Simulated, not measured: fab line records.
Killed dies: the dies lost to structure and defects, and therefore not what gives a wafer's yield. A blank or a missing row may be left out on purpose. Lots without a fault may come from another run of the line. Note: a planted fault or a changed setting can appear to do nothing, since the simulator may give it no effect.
fab line records -- flow rit-cmos
[record] lots = 5, wafers = 15, last-day = 7
route steps=202 shown ACTIVE@1 M1@202
lots that met no fault: from a run of the same line without faults
start-h: the number of hours between the record's first day and the start of the first shown wafer of the lot -- wait-h: hours elapsed since this lot's preceding step -- " repeats the value in the row above -- L1.1+2: one row covering several wafers at once -- - value missing, or start not given -- * or withheld: withheld -- < > ~ a bound
route shown NAME@n: NAME is a module with steps in the file, n the number in the route of the first one -- usual: the fault-free wafers' mean and standard deviation -- same: alike in all rows -- chamber/n: place in a boat -- sites: the reading at each site -- _std_site: standard deviation across them -- _edge_site: mean of outer sites minus mean of inner sites -- radius-mm: for every site, how far away it sits from the centre of the wafer -- mask NAME#n: copy n -- behind: the tool/chamber that last shaped the wafer -- hold: reason for holding the lot/hours on hold/outcome of the hold -- device: whichever transistor did not switch (one of n, p or np) -- end of line: at the end of the route, the tests of the same wafers -- where a step has no rows: the recipe by itself -- killed: not the wafer's yield, but the dies lost to structure and defects at the first sort -- map: shows each die of a wafer: x if killed, . if not, _ if none is there
set.NAME: the setting that was run; set.NAME@STEP: the one run at that earlier step -- model.NAME: the simulator's own value behind a step, which no gauge read
lots seen at some steps along the route; tables by step, rows by wafer
services: when a tool's chamber went out of use (start-h, in hours from the record's first day, below 0 if earlier), for how many hours, and the reason
[[steps]]
[step RIT_ACTIVE_BOW_MEAS_00]
[recipe] mode = bow
[usual] INCOMING_BOW = 1/6
lot.wafer,tool,chamber,start-h,wait-h,INCOMING_BOW[um]
L517.2,film-metro-04,-,15.02,-,-13
L517.4,film-metro-04,-,15.02,-,6
L517.5,film-metro-04,-,15.02,-,2
L525.3,film-metro-02,-,55.04,-,2
L525.5,film-metro-02,-,55.04,-,0
L525.6,film-metro-02,-,55.04,-,-3
L534.1,film-metro-02,-,100.00,-,-1
L534.3,film-metro-02,-,100.00,-,3
L534.4,film-metro-02,-,100.00,-,1
L536.2,film-metro-02,-,110.02,-,-1
L536.4,film-metro-02,-,110.02,-,9
L536.5,film-metro-02,-,110.02,-,1
L538.1,film-metro-02,-,120.00,-,3
L538.2,film-metro-02,-,120.00,-,5
L538.3,film-metro-02,-,120.00,-,-1
[step RIT_ACTIVE_OXIDATION_01]
[recipe] temp-c = 1000, ambient = O2, target-thk-a = 468, ox-time-s = 3360
[step RIT_ACTIVE_THK_MEAS_02]
[recipe] reads = SiO2_of_ACTIVE_OXIDATION_01
[usual] ACTIVE_OXIDE_THK = 46.8/0.83
lot.wafer,tool,chamber,start-h,wait-h,ACTIVE_OXIDE_THK[nm]
L517.2,film-metro-01,-,17.06,0.0,46.9
L517.4,film-metro-01,-,17.06,0.0,46.4
L517.5,film-metro-01,-,17.06,0.0,46.6
L525.3,film-metro-01,-,57.86,0.0,46.8
L525.5,film-metro-01,-,57.86,0.0,47.1
L525.6,film-metro-01,-,57.86,0.0,47.0
L534.1,film-metro-01,-,102.05,0.0,46.2
L534.3,film-metro-01,-,102.05,0.0,46.8
L534.4,film-metro-01,-,102.05,0.0,47.1
L536.2,film-metro-01,-,112.78,0.0,47.7
L536.4,film-metro-01,-,112.78,0.0,47.3
L536.5,film-metro-01,-,112.78,0.0,46.6
L538.1,film-metro-01,-,122.48,0.0,46.4
L538.2,film-metro-01,-,122.48,0.0,46.1
L538.3,film-metro-01,-,122.48,0.0,46.4
[step RIT_ACTIVE_CVD_03]
[recipe] material = Si3N4, target-thk-nm = 150, temp-c = 810, precursor = SiH2Cl2/NH3, time-s = 1500, pressure-mtorr = 300, sih2cl2-flow-sccm = 60, nh3-flow-sccm = 150
[step RIT_ACTIVE_THK_MEAS_04]
[recipe] reads = Si3N4_of_ACTIVE_CVD_03
[usual] ACTIVE_NITRIDE_THK = 150.0/1.4
lot.wafer,tool,chamber,start-h,wait-h,ACTIVE_NITRIDE_THK[nm]
L517.2,film-metro-01,-,18.54,0.0,149.5
L517.4,film-metro-01,-,18.54,0.0,151.4
L517.5,film-metro-01,-,18.54,0.0,149.4
L525.3,film-metro-02,-,59.34,0.0,148.5
L525.5,film-metro-02,-,59.34,0.0,149.6
L525.6,film-metro-02,-,59.34,0.0,150.2
L534.1,film-metro-01,-,104.90,0.0,147.8
L534.3,film-metro-01,-,104.90,0.0,148.8
L534.4,film-metro-01,-,104.90,0.0,148.1
L536.2,film-metro-01,-,115.13,0.1,149.1
L536.4,film-metro-01,-,115.13,0.1,150.0
L536.5,film-metro-01,-,115.13,0.1,149.8
L538.1,film-metro-02,-,125.15,0.0,149.4
L538.2,film-metro-02,-,125.15,0.0,148.9
L538.3,film-metro-02,-,125.15,0.0,149.3
[step RIT_ACTIVE_HMDS_05]
[recipe] prime-time-s = 60, prime-temp-c = 140
[step RIT_ACTIVE_COAT_06]
[recipe] resist = NOVOLAK, spin-rpm = 3250, resist-thk-nm = 1000
[step RIT_ACTIVE_SOFTBAKE_07]
[recipe] resist = NOVOLAK, temp-c = 90, time-s = 60
[step RIT_ACTIVE_EXPOSE_08]
[recipe] mask-id = M1, na = 0.6, source-shape = conventional, sigma-outer = 0.6, target-cd-nm = 1400, dose-mj = 225
lot.wafer,tool,chamber,start-h,wait-h,mask
L517.2+4+5,iline-stepper-02,0,19.06,0.1,M1#0
L525.3+5+6,iline-stepper-01,0,59.99,0.2,M1_R1#0
L534.1+3+4,iline-stepper-01,0,105.53,0.2,M1#0
L536.2+4+5,iline-stepper-01,0,115.65,0.1,M1#0
L538.1+2+3,iline-stepper-01,0,125.66,0.1,M1#0
[step RIT_ACTIVE_PEB_09]
[recipe] resist = NOVOLAK, temp-c = withheld, time-s = withheld
[step RIT_ACTIVE_DEVELOP_10]
[recipe] resist = NOVOLAK, develop-time-s = 50, dev-temp-c = 23
[step RIT_ACTIVE_CD_MEAS_11]
[recipe] target-cd-nm = 1400
[usual] cd-nm = 1400.7/2.3
lot.wafer,tool,chamber,start-h,wait-h,cd-nm
L517.2,cd-sem-02,-,19.64,-,1396.0
L517.4,cd-sem-02,-,19.64,-,1399.0
L517.5,cd-sem-02,-,19.64,-,1398.6
L525.3,cd-sem-02,-,60.39,-,1277.9
L525.5,cd-sem-02,-,60.39,-,1275.7
L525.6,cd-sem-02,-,60.39,-,1278.2
L534.1,cd-sem-02,-,105.96,-,1398.1
L534.3,cd-sem-02,-,105.96,-,1399.8
L534.4,cd-sem-02,-,105.96,-,1399.0
L536.2,cd-sem-02,-,116.15,-,1401.2
L536.4,cd-sem-02,-,116.15,-,1400.3
L536.5,cd-sem-02,-,116.15,-,1402.7
L538.1,cd-sem-02,-,126.06,-,1402.2
L538.2,cd-sem-02,-,126.06,-,1398.8
L538.3,cd-sem-02,-,126.06,-,1400.3
[step RIT_ACTIVE_HARDBAKE_12]
[recipe] resist = NOVOLAK, temp-c = 140, time-s = 60
[step RIT_ACTIVE_ETCH_13]
[recipe] stop-on = SiO2, chemistry = SF6, target = Si3N4, time-s = 210, over-etch-frac = 0.4, SF6_flow_sccm = 200, pressure-mtorr = 260, rf-w = 125, target-depth-a = 2100
[usual] chamber-pressure-mTorr = 260.01/0.25, drypump-motor-current-A = 5.9/0.46, oes-product-au = 0.824/0.013, rf-fwd-power-W = 124.5/0.4, throttle-valve-pct = 7.47/0.12
lot.wafer,tool,chamber,start-h,wait-h,chamber-pressure-mTorr,drypump-motor-current-A,oes-product-au,rf-fwd-power-W,rf-hours-counter-h,throttle-valve-pct,model.ACTIVE.cd-nm
L517.2,rie-diel-02,0,19.89,0.1,259.88,5.7,0.813,124.2,88,7.35,1396
L517.4,rie-diel-02,3,19.89,0.1,259.93,5.2,0.826,124.7,7,7.36,1398
L517.5,rie-diel-02,0,19.89,0.1,259.98,5.7,0.809,124.3,-,7.34,1399
L525.3,rie-diel-04,2,60.62,0.1,259.94,5.7,0.835,124.8,114,7.41,1278
L525.5,rie-diel-04,2,60.62,0.1,260.00,5.7,0.843,125.5,-,7.40,1275
L525.6,rie-diel-04,1,60.62,0.1,260.13,6.5,0.820,124.9,-,7.38,1278
L534.1,rie-diel-01,0,106.23,0.1,259.89,6.2,0.809,124.4,143,7.58,1398
L534.3,rie-diel-01,1,106.23,0.1,259.62,6.0,0.826,124.5,147,7.58,1399
L534.4,rie-diel-01,2,106.23,0.1,260.10,6.3,0.836,124.7,157,7.32,1399
L536.2,rie-diel-02,0,116.63,0.1,259.91,5.7,0.807,125.2,90,7.35,1401
L536.4,rie-diel-02,3,116.63,0.1,260.35,5.1,0.826,123.8,10,7.35,1400
L536.5,rie-diel-02,3,116.63,0.1,260.45,5.1,0.826,124.1,-,7.38,1402
L538.1,rie-diel-04,2,126.33,0.1,259.93,5.7,0.839,125.2,115,7.41,1402
L538.2,rie-diel-04,3,126.33,0.1,259.73,5.2,0.806,124.5,49,7.39,1399
L538.3,rie-diel-04,0,126.33,0.1,259.78,6.0,0.828,124.2,2,7.72,1401
[step RIT_ACTIVE_STRIP_14]
[recipe] chemistry = O2, time-s = 180, resist = NOVOLAK, platen-temp-c = withheld, power-w = 500, pressure-mtorr = 4000, o2-flow-sccm = 4000
[usual] chamber-pressure-mTorr = 4000/3.7, drypump-motor-current-A = 5.7/0.46
lot.wafer,tool,chamber,start-h,wait-h,chamber-pressure-mTorr,drypump-motor-current-A,rf-hours-counter-h
L517.2,plasma-asher-04,1,20.02,0.1,4001,6.1,37
L517.4,plasma-asher-04,0,20.02,0.1,4001,5.3,-
L517.5,plasma-asher-04,0,20.02,0.1,3998,5.3,-
L525.3,plasma-asher-02,0,60.82,0.1,4000,6.2,-
L525.5,plasma-asher-02,1,60.82,0.1,4005,5.2,-
L525.6,plasma-asher-02,0,60.82,0.1,4004,6.2,-
L534.1,plasma-asher-02,1,106.36,0.1,4004,5.3,49
L534.3,plasma-asher-02,0,106.36,0.1,3998,6.2,-
L534.4,plasma-asher-02,1,106.36,0.1,3997,5.3,-
L536.2,plasma-asher-01,0,116.76,0.1,4000,6.1,51
L536.4,plasma-asher-01,0,116.76,0.1,4001,6.1,-
L536.5,plasma-asher-01,1,116.76,0.1,3999,5.1,-
L538.1,plasma-asher-01,1,126.47,0.1,4002,5.1,52
L538.2,plasma-asher-01,0,126.47,0.1,3996,6.1,52
L538.3,plasma-asher-01,0,126.47,0.1,3994,6.1,-
[step RIT_M1_PROBE_99]
[usual] killed-at-contacts = 0.1/0.32, killed-at-front-end = 7/3, killed-dies = 7/3.1, killed-open = 3.3/1.8, killed-short = 3.6/2
[same] gross-dies = 264, killed_at_M0_to_M3 = 0, killed_at_M4_up = 0, killed-at-back-side = 0, killed-at-other = 0
lot.wafer,tool,chamber,start-h,wait-h,killed-at-contacts,killed-at-front-end,killed-dies,killed-open,killed-short,model.etest.pplus-sal.width-nm,model.etest.nplus-sal.width-nm,model.etest.nldd.width-nm,model.etest.pldd.width-nm,model.etest.nmos-narrow.drive-ua-um,model.etest.pmos-narrow.drive-ua-um,model.etest.field-p-metal.vt-v,model.etest.field-p.vt-v
L517.2,prober-02,-,63.97,0.1,1,2,3,1,2,3448,3454,3193,3184,239.7,105.2,-29.35,-12.91
L517.4,prober-02,-,64.07,0.2,0,5,5,2,3,3442,3439,3186,3179,239.7,105,-29.23,-12.86
L517.5,prober-02,-,64.12,0.2,0,4,4,2,2,3442,3454,3160,3200,236,105,-29.32,-12.81
L525.3,prober-02,-,109.48,0.2,0,9,9,3,4,3315,3307,3085,3076,196.3,89.2,-27.24,-11.81
L525.5,prober-02,-,109.58,0.2,0,10,10,5,5,3357,3343,3054,3041,203.2,90.04,-26.81,-11.78
L525.6,prober-02,-,109.63,0.2,0,4,4,1,3,3346,3318,3074,3052,203.4,90.23,-27.16,-11.89
L534.1,prober-01,-,152.57,0.1,0,6,6,1,5,3421,3416,3182,3186,221.8,101.5,-29.73,-12.75
L534.3,prober-01,-,152.67,0.2,0,6,6,3,3,3476,3474,3180,3192,225.2,103,-29.15,-12.7
L534.4,prober-01,-,152.72,0.2,0,3,3,3,0,3437,3436,3181,3170,219.1,98.83,-29.99,-12.75
L536.2,prober-01,-,162.42,0.1,0,3,3,1,2,3468,3474,3189,3200,229.5,100.2,-30.39,-13.14
L536.4,prober-01,-,162.52,0.2,0,6,6,3,3,3456,3449,3183,3180,228.7,100.1,-31.67,-13.23
L536.5,prober-01,-,162.57,0.2,0,7,7,2,5,3465,3448,3220,3184,237.2,105.3,-30.92,-13.19
L538.1,prober-01,-,174.14,0.1,0,7,7,6,1,3439,3431,3158,3167,217.8,101.7,-28.81,-12.67
L538.2,prober-01,-,174.19,0.1,0,8,8,4,4,3454,3448,3190,3198,224.9,101.6,-29.34,-12.63
L538.3,prober-01,-,174.24,0.2,0,5,5,1,3,3433,3452,3167,3170,226.1,101.9,-28.2,-12.69
// killed by level:class
L517.2 FOX1:geometric-particle:short=1 GATE:geometric-particle:short=1 CONTACT:geometric-particle:open=1
L517.4 GATE:geometric-particle:short=3 GATE:geometric-particle:open=1 SPACER:geometric-particle:open=1
L517.5 ACTIVE:geometric-particle:open=1 GATE:geometric-particle:open=1 SPACER:geometric-particle:short=1 SILICIDE:geometric-particle:short=1
L525.3 REOX:geometric-particle:open=2 ACTIVE:area-expose=2 FOX1:geometric-particle:open=1 FOX2:geometric-particle:short=1 GATE:geometric-particle:short=1 REOX:geometric-particle:short=1 SILICIDE:geometric-particle:short=1
L525.5 GATE:geometric-particle:short=2 GATE:geometric-particle:open=2 SPACER:geometric-particle:open=2 SILICIDE:geometric-particle:short=2 FOX1:geometric-particle:short=1 REOX:geometric-particle:open=1
L525.6 FOX2:geometric-particle:short=1 GATE:geometric-particle:short=1 REOX:geometric-particle:short=1 REOX:geometric-particle:open=1
L534.1 GATE:geometric-particle:short=3 FOX1:geometric-particle:short=1 GATE:geometric-particle:open=1 REOX:geometric-particle:short=1
L534.3 GATE:geometric-particle:open=3 FOX2:geometric-particle:short=1 GATE:geometric-particle:short=1 SILICIDE:geometric-particle:short=1
L534.4 GATE:geometric-particle:open=2 FOX1:geometric-particle:open=1
L536.2 FOX1:geometric-particle:short=1 SPACER:geometric-particle:open=1 SILICIDE:geometric-particle:short=1
L536.4 FOX1:geometric-particle:open=2 FOX1:geometric-particle:short=1 GATE:geometric-particle:short=1 REOX:geometric-particle:short=1 SPACER:geometric-particle:open=1
L536.5 GATE:geometric-particle:short=2 REOX:geometric-particle:short=2 FOX1:geometric-particle:short=1 GATE:geometric-particle:open=1 REOX:geometric-particle:open=1
L538.1 FOX1:geometric-particle:open=2 SPACER:geometric-particle:open=2 FOX1:geometric-particle:short=1 FOX2:geometric-particle:open=1 GATE:geometric-particle:open=1
L538.2 FOX1:geometric-particle:open=3 FOX1:geometric-particle:short=2 GATE:geometric-particle:short=1 GATE:geometric-particle:open=1 REOX:geometric-particle:short=1
L538.3 GATE:geometric-particle:short=2 FOX1:geometric-particle:open=1 SPACER:geometric-particle:short=1 NSD:coat-microbubble-printed=1
[[services]]
tool,chamber,start-h,hours,kind
iline-stepper-01,0,-3.97,-,calibration
rie-diel-04,0,4.76,10.6,repair
rie-diel-02,-,26.24,2.8,pm
rie-diel-02,3,34.64,1.4,repair
iline-stepper-01,-,35.95,1.7,pm
iline-stepper-02,0,58.50,-,calibration
rie-diel-04,3,64.28,8.8,repair
plasma-asher-04,-,66.74,3.4,repair
rie-diel-04,3,74.23,2.4,repair
rie-diel-02,1,77.01,33.7,repair
iline-stepper-01,-,90.75,4.4,pm
iline-stepper-02,-,97.09,1.7,pm
rie-diel-04,1,101.29,-,clean
rie-diel-04,1,101.29,23.8,scheduled-down
rie-diel-04,1,101.29,23.8,vent-cycle
rie-diel-02,0,105.67,10.8,repair
plasma-asher-02,-,108.75,9.0,pm
plasma-asher-02,0,108.75,9.0,vent-cycle
plasma-asher-02,1,108.75,9.0,vent-cycle
rie-diel-04,-,111.26,14.6,pm
rie-diel-01,2,117.40,-,clean
plasma-asher-02,0,117.75,-,clean
plasma-asher-02,1,117.75,-,clean
rie-diel-02,1,122.31,3.4,repair
[[key]]
[first-sign] step = RIT_ACTIVE_EXPOSE_08, reading = mask, direction = changed
[effect] step = RIT_ACTIVE_CD_MEAS_11, reading = cd-nm, direction = down, sigmas = 54, usual = 1400.7, struck = 1277.3
[model-effect] step = RIT_ACTIVE_ETCH_13, value = ACTIVE.cd-nm, without = 1397, struck = 1277
[model-effect] step = RIT_M1_PROBE_99, value = etest.pplus-sal.width-nm, without = 3459, struck = 3339
met-at RIT_ACTIVE_EXPOSE_08
struck-wafers L525.3,L525.5,L525.6
tester-left-out L525
[fault] kind = wrong-mask, tool = any, chamber = -, onset-h = 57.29, steps = RIT_ACTIVE_EXPOSE_08, aux-copy = M1_R1#0, cd-offset-nm = -120, scope = struck-lots-only
// tester-left-out: of these lots the tester's yield and bins aren't shown, on N5 and GAA mostly nor the transistor test; their killed dies are dies lost to structure and defects alone, not to doping, threshold or leakage, so they don't give the yield
